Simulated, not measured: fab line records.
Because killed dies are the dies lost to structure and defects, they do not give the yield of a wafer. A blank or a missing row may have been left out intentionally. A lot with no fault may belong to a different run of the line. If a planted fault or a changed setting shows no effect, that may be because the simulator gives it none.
One fault through the eyes of 2 desks    flow berkeley cmos170    what lay behind the numbers comes last; until then each desk has only its own

DESK OF THE TOOL OWNER: plasma asher-03
The tool's own readings at UCB170_NLDD_STRIP_10 (strips in O2): means of the sampled wafers that have a number, for each lot that ran on this tool. If a lot's mean is further than 4 standard deviations from the usual mean, the lot is out of limits and carries the mark OUT (the distance appears in the brackets).
Columns: A = drypump motor current A at UCB170_NLDD_STRIP_10, usual 5.7 A; B = oes product au at UCB170_NLDD_STRIP_10, usual 0.735 a.u.; C = strip time to endpoint s at UCB170_NLDD_STRIP_10, usual 21.64 s
lot   first seen here  A    B      C
L985  day 6 16:12      5.7  0.735  21.74
L104  day 10 01:43     5.7  0.735  21.65
L105  day 10 08:34     5.7  0.736  21.56
This desk's verdict: no lot among the 3 shows anything out of limits.

FROM THE METROLOGY DESK
Lot by lot, what the gauges showed, no matter which tool ran the lot: averages of those sampled wafers that carry a number. If a lot's mean is further than 4 standard deviations from the usual mean, the lot is out of limits and carries the mark OUT (the distance appears in the brackets).
Columns: A = cd nm at UCB170_V1_CD_MEAS_12, usual 700.1 nm; B = cd nm at UCB170_M3_CD_MEAS_15, usual 700.3 nm
lot   first seen here  A      B
L984  day 7 07:47      700.5  701.3
L987  day 7 22:16      700.8  699.3
L986  day 7 22:29      700.4  701.4
L988  day 8 03:55      699.4  698.6
L989  day 8 07:40      700.4  701.6
L990  day 8 08:02      701.2  700.3
L991  day 8 08:29      701.2  702.8
L985  day 8 16:25      701.2  700.7
L993  day 9 02:45      701.1  700.8
L992  day 9 02:53      698.1  699.1
L104  day 11 03:36     698.0  700.5
L105  day 11 10:38     699.1  698.7
L106  day 11 10:42     701.1  699.8
L107  day 11 14:49     698.4  698.1
This desk's verdict: no lot among the 14 shows anything out of limits.

TAKEN TOGETHER
The tool owner's desk saw nothing out of limits.
From the metrology desk's view, nothing was out of limits.

WHAT WAS PUT IN BY THE SIMULATOR
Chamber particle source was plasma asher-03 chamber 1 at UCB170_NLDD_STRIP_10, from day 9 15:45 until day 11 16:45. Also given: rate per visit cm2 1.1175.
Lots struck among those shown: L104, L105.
